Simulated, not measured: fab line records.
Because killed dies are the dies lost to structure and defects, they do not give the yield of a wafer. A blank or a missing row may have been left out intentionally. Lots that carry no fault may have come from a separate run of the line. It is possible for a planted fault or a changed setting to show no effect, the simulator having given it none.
Chamber matching :: flow berkeley_cmos170 :: UCB170_GATE_ETCH_14 on rie_diel-03 has 4 sister chambers
The step etches BARC in N2/H2. 4 wafers are shown with their chamber, then 7 later ones without.

## WAFERS PAIRED WITH THEIR CHAMBERS
wafer: L479.4
chamber: 2
throttle_valve_pct (%): 13.46

wafer: L482.6
chamber: 1
throttle_valve_pct (%): 13.18

wafer: L484.2
chamber: 0
throttle_valve_pct (%): 13.36

wafer: L484.4
chamber: 3
throttle_valve_pct (%): 13.02

## WAFERS WITH NO CHAMBER GIVEN
wafer: L484.6
throttle_valve_pct (%): 13.47

wafer: L495.1
throttle_valve_pct (%): 13.19

wafer: L495.4
throttle_valve_pct (%): 13.35

wafer: L495.5
throttle_valve_pct (%): 13.01

wafer: L498.2
throttle_valve_pct (%): 13.37

wafer: L498.3
throttle_valve_pct (%): 13.17

wafer: L498.4
throttle_valve_pct (%): 13.47

## WHICH CHAMBER EACH WENT THROUGH
wafer: L484.6
from the rows above: 2
in truth: 2

wafer: L495.1
from the rows above: 1
in truth: 1

wafer: L495.4
from the rows above: 0
in truth: 0

wafer: L495.5
from the rows above: 3
in truth: 3

wafer: L498.2
from the rows above: 0
in truth: 0

wafer: L498.3
from the rows above: 1
in truth: 1

wafer: L498.4
from the rows above: 2
in truth: 2
Correct placement for 7 of the 7. Can't be placed from these rows: 0. 0 placed wrongly.
How it was worked out, from the rows above alone: a wafer's distance from a chamber is the root of the sum, over the readings, of the square of ((its reading less the chamber's mean) divided by the reading's scatter). The wafer belongs to the nearest chamber; if the next one is less than 2 further off, it can't be placed. Each chamber's mean is taken over the wafers shown for it. The scatter: root of mean squared gap, hidden wafer to nearest shown wafer, with one shown wafer a chamber.
